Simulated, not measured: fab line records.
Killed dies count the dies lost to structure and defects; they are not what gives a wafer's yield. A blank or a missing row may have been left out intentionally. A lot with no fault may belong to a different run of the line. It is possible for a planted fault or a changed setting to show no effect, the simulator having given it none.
Which tool is to blame? :: flow berkeleyCmos170 :: 7 lots, 21 wafers sampled, at 2 steps of a route of 331

== WHAT EACH GAUGE READ, for each wafer ==
UCB170_SILICIDE_THK_MEAS_03: measures by xrf.
lot: L704
measured: day 6 17:23
on: filmMetro-04
SILICIDE_TI_THK (nm): 29.9 30.2 29.7

lot: L706
measured: day 6 20:19
on: filmMetro-03
SILICIDE_TI_THK (nm): 30.1 30.4 30.8

lot: L708
measured: day 7 09:41
on: filmMetro-04
SILICIDE_TI_THK (nm): 29.8 29.7 29.5

lot: L710
measured: day 8 00:01
on: filmMetro-04
SILICIDE_TI_THK (nm): 29.9 30.9 30.0

lot: L713
measured: day 8 07:18
on: filmMetro-04
SILICIDE_TI_THK (nm): 29.6 29.8 29.5

lot: L716
measured: day 9 05:58
on: filmMetro-04
SILICIDE_TI_THK (nm): 30.1 30.9 30.8

lot: L726
measured: day 11 11:40
on: filmMetro-04
SILICIDE_TI_THK (nm): 29.5 29.7 29.9

== EACH LOT AND THE TOOL THAT RAN IT (in order: tool; ch and the chambers of the sampled wafers; start) ==
lot: L704
UCB170_ZERO_ETCH_06: rieDiel-03 ch 0,2, day 1 22:37

lot: L706
UCB170_ZERO_ETCH_06: rieDiel-01 ch 1,2, day 2 06:33

lot: L708
UCB170_ZERO_ETCH_06: rieDiel-02 ch 0,1,3, day 2 18:03

lot: L710
UCB170_ZERO_ETCH_06: rieDiel-01 ch 1,3, day 3 04:46

lot: L713
UCB170_ZERO_ETCH_06: rieDiel-03 ch 0,2,3, day 3 19:44

lot: L716
UCB170_ZERO_ETCH_06: rieDiel-03 ch 0,3, day 4 10:27

lot: L726
UCB170_ZERO_ETCH_06: rieDiel-02 ch 1,2,3, day 6 13:50
- UCB170_ZERO_ETCH_06: etches SiO2 in CHF3/CF4/Ar, time 12 s.

== THE ANSWER, worked out from the rows above alone ==
Rule: the lots themselves supply what counts as usual. The widest of any qualifying gaps counts: lots, ordered by their means at a reading, are off when they make up no more than a third of the lots, leave a main group of 4 or more, and stand apart from it by 3 or more times the standard deviation of that group's means. The tables above print the reading to a certain number of digits; a main group whose means all agree to those digits is not used. A lot without any number at a reading at which 4 lots or more have one is off too. The other lots that the step has rows for count as sound.
None of the lots is off at any reading shown; this tells nothing.

== WHAT WAS PUT IN BY THE SIMULATOR ==
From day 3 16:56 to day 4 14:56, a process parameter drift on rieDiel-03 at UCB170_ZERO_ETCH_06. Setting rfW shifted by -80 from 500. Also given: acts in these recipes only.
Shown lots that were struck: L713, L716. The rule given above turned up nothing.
